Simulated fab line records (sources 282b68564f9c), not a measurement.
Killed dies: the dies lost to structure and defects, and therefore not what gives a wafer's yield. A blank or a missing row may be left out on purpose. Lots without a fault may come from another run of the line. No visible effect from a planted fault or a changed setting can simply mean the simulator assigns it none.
2 desks, one fault    flow ritCmos    numbers are kept per desk, each desk with only its own; the story behind them comes last

FOR THE TOOL OWNER'S DESK: rtpAnneal-02
At RIT_SDANNEAL_RTA_03 (time 5 s), the tool's own readings, given per lot that ran on this tool as the mean of the sampled wafers with a number. A lot is out of limits, marked OUT, if its mean lies more than 4 standard deviations from the usual mean; the brackets give that distance.
Columns: A = rampUpCPerS at RIT_SDANNEAL_RTA_03, usual 341.99; B = wafer_temp_C_max at RIT_SDANNEAL_RTA_03, usual 1053.4
lot   first seen here  A       B
L198  day 3 11:53      341.99  1053.3
L200  day 3 17:19      342.04  1053.6
L206  day 4 23:40      342.00  1053.5
L208  day 5 16:34      341.96  1053.3
L210  day 6 06:43      341.98  1053.9
L216  day 7 07:09      341.97  1052.9
L217  day 7 11:53      341.99  1054.7
This desk found nothing out of limits on any of the 7 lots.

FROM THE METROLOGY DESK
Means of the sampled wafers that have a number, per lot and without regard to the tool the lot ran on: this is what the gauges read. A lot is out of limits, marked OUT, if its mean lies more than 4 standard deviations from the usual mean; the brackets give that distance.
Columns: A = PLDD_OVL at RIT_PLDD_OVL_MEAS_06, usual -0.5 nm; B = SPACER_NITRIDE_THK at RIT_SPACER_THK_MEAS_04, usual 245.8 nm; C = PSD_RS at RIT_SDANNEAL_RS_MEAS_04, usual 116.06 ohm/sq; D = NSD_RS at RIT_SDANNEAL_RS_MEAS_05, usual 84.43 ohm/sq; E = PLDD_RS at RIT_SDANNEAL_RS_MEAS_06, usual 178.8 ohm/sq; F = NLDD_RS at RIT_SDANNEAL_RS_MEAS_07, usual 152.7 ohm/sq; G = SILICIDE_TI_THK at RIT_SILICIDE_THK_MEAS_03, usual 30.2 nm
lot   first seen here  A     B      C                D                 E                F                 G
L198  day 3 05:19      -0.5  248.0  115.89           84.21             178.5            152.4             30.7
L199  day 3 10:02      -0.6  250.0  116.03           84.59             178.7            152.9             30.5
L200  day 3 10:16      -1.6  248.1  115.97           84.40             179.0            153.1             29.9
L203  day 4 01:52      -1.1  248.6  115.92           84.40             178.6            153.2             29.9
L204  day 4 04:30      -0.7  246.2  116.20           84.67             178.7            152.8             30.0
L205  day 4 08:27      -0.0  246.0  115.95           83.87             178.6            151.9             30.9
L206  day 4 17:04      0.3   246.1  116.26           84.66             178.7            154.0             29.8
L207  day 5 04:41      0.5   244.7  116.22           84.41             179.2            152.2             30.6
L208  day 5 09:59      -0.8  249.5  116.16           84.58             179.5            151.8             30.3
L210  day 5 23:59      -0.0  247.9  115.97           84.15             178.5            151.9             30.3
L215  day 6 23:56      -0.5  248.3  116.14           84.52             179.0            152.5             30.0
L216  day 7 00:11      -0.5  247.0  98.01 (-62) OUT  81.61 (-10) OUT   162.1 (-35) OUT  150.3 (-4.4) OUT  30.3
L217  day 7 04:53      0.3   240.9  98.07 (-62) OUT  81.72 (-9.7) OUT  162.1 (-35) OUT  149.4 (-6.0) OUT  29.7
L221  day 7 20:16      -0.8  245.1  115.85           84.49             179.4            152.6             30.1
Finding of this desk: L216, L217 out of limits, first seen on L216 at day 7 07:14 (PSD_RS at RIT_SDANNEAL_RS_MEAS_04). In limits: L198, L199, L200, L203, L204, L205, L206, L207, L208, L210, L215, L221.

TAKEN TOGETHER
On L216, L217, the metrology desk was in a position to raise an alarm at day 7 07:14.
The desk of the tool owner found nothing out of limits.
Tool owner's desk: L216, L217 on record, inside its limits.
The lots listed all ran RIT_SDANNEAL_RTA_03 on rtpAnneal-02.

WHAT THE SIMULATOR HAD INSERTED
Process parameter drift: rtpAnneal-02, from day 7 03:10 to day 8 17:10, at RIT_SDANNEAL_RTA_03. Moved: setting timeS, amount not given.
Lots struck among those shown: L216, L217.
Hours from the fault's start to each desk's first reading out of limits: the metrology desk, 4.
